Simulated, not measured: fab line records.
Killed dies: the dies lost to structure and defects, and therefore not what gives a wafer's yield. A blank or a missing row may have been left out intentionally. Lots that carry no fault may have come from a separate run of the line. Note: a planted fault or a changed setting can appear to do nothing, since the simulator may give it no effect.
Split-lot trial -- flow ritCmos -- 23 wafers read from 5 lots, route of 202 steps

## ABOUT THE SPLIT
At RIT_NWELL_COAT_01 (resist thk 1300 nm), the setting spinRpm was moved away from the recipe's 2000 rpm on 9 of the 23 wafers read, by -6.6% to +4.6%. This setting was run at the recipe's value on the other wafers.

## FROM THE SPLIT TO THE READING: what the file shows between them, 3 steps
- RIT_NWELL_SOFTBAKE_02: time 60 s
- RIT_NWELL_EXPOSE_03: exposes mask M2, target cd 43900 nm
- RIT_NWELL_DEVELOP_05: develop time 68 s

## THE READING
NOVOLAK_of_NWELL_COAT_01.thkNm (the simulator's own value, which no gauge read), in nm, at RIT_NWELL_HARDBAKE_07 (time 120 s). The file does not state a usual value for it. The 14 wafers here that ran the recipe average 1137 nm, standard deviation 3.3 nm.

wafer,"tool, chamber at the split","spinRpm as run, rpm",against the recipe,"NOVOLAK_of_NWELL_COAT_01.thkNm, nm",against lot-mates on the recipe
L074.2,"lithoTrack-03, 0",2000,recipe,1132,-
L074.3,"lithoTrack-03, 0",2000,recipe,1135,-
L074.5,"lithoTrack-03, 0",2000,recipe,1133,-
L075.1,"lithoTrack-03, 0",1869,-6.6%,1176,+42
L075.3,"lithoTrack-03, 0",1869,-6.6%,1177,+44
L075.4,"lithoTrack-03, 0",2000,recipe,1134,-
L075.5,"lithoTrack-03, 0",2000,recipe,1133,-
L075.6,"lithoTrack-03, 0",1869,-6.6%,1174,+40
L077.2,"lithoTrack-04, 0",2000,recipe,1140,-
L077.6,"lithoTrack-04, 0",2000,recipe,1140,-
L077.3,"lithoTrack-04, 0",2000,recipe,1138,-
L077.4,"lithoTrack-04, 0",2000,recipe,1139,-
L077.5,"lithoTrack-04, 0",2000,recipe,1139,-
L079.1,"lithoTrack-03, 0",1932,-3.4%,1157,+16
L079.3,"lithoTrack-03, 0",1932,-3.4%,1161,+20
L079.4,"lithoTrack-03, 0",2000,recipe,1140,-
L079.5,"lithoTrack-03, 0",1932,-3.4%,1160,+19
L079.6,"lithoTrack-03, 0",2000,recipe,1142,-
L084.1,"lithoTrack-02, 0",2000,recipe,1135,-
L084.3,"lithoTrack-02, 0",2091,+4.6%,1113,-21
L084.4,"lithoTrack-02, 0",2091,+4.6%,1113,-21
L084.5,"lithoTrack-02, 0",2091,+4.6%,1112,-22
L084.6,"lithoTrack-02, 0",2000,recipe,1133,-

THE FIT
A straight line over all 23 wafers: NOVOLAK_of_NWELL_COAT_01.thkNm changes by -5.82 nm for each +1% of spinRpm; r = -0.99; the points scatter about the line by 3 nm.
The same after taking each lot's own level away (the mean of its wafers on the recipe; 23 wafers): -5.72 nm for each +1%; r = -0.99; scatter 2.5 nm.
The reading moves by 37 nm for the largest change in spinRpm, on that fit.
The span of the lots' own levels, 1133.3 to 1141.0 nm, comes to 2.3 times the standard deviation stated above.
Consequently the slope shifts little with the lot-to-lot level, the two slopes agreeing.
Check: with one of the wafers moved furthest among these (-6.6%) left out of the fit, the line predicts +37.5 nm for it against its lot-mates. It came out at +42.5 nm against them.

## OTHER SPLITS APPLIED TO THESE WAFERS
Before the reading, these wafers also passed through other splits. Each is held against what the fit with the lots' levels taken away leaves over:
other split on the same wafers,wafers away from the commonest value,r with NOVOLAK_of_NWELL_COAT_01.thkNm (lot level and that fit taken away)
RIT_ACTIVE_CVD_03 timeS,15,-0.53
RIT_ACTIVE_COAT_06 spinRpm,10,+0.03

## THE WHOLE CHAIN: every reading that the file lists as answering this split, in the file's order
step,what it does,reading,change (the file's fit),r (the file's)
RIT_NWELL_COAT_01,resist thk 1300 nm,"NOVOLAK_of_NWELL_COAT_01.thkNm (the simulator's own value, which no gauge read)",-6.72 nm for each +1% of the setting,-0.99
RIT_NWELL_HARDBAKE_07,time 120 s,"NOVOLAK_of_NWELL_COAT_01.thkNm (the simulator's own value, which no gauge read)",-5.78 nm for each +1% of the setting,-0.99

## FILE'S OWN FIT
NOVOLAK_of_NWELL_COAT_01.thkNm changes by -5.78 nm for each +1% of spinRpm, r = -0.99.
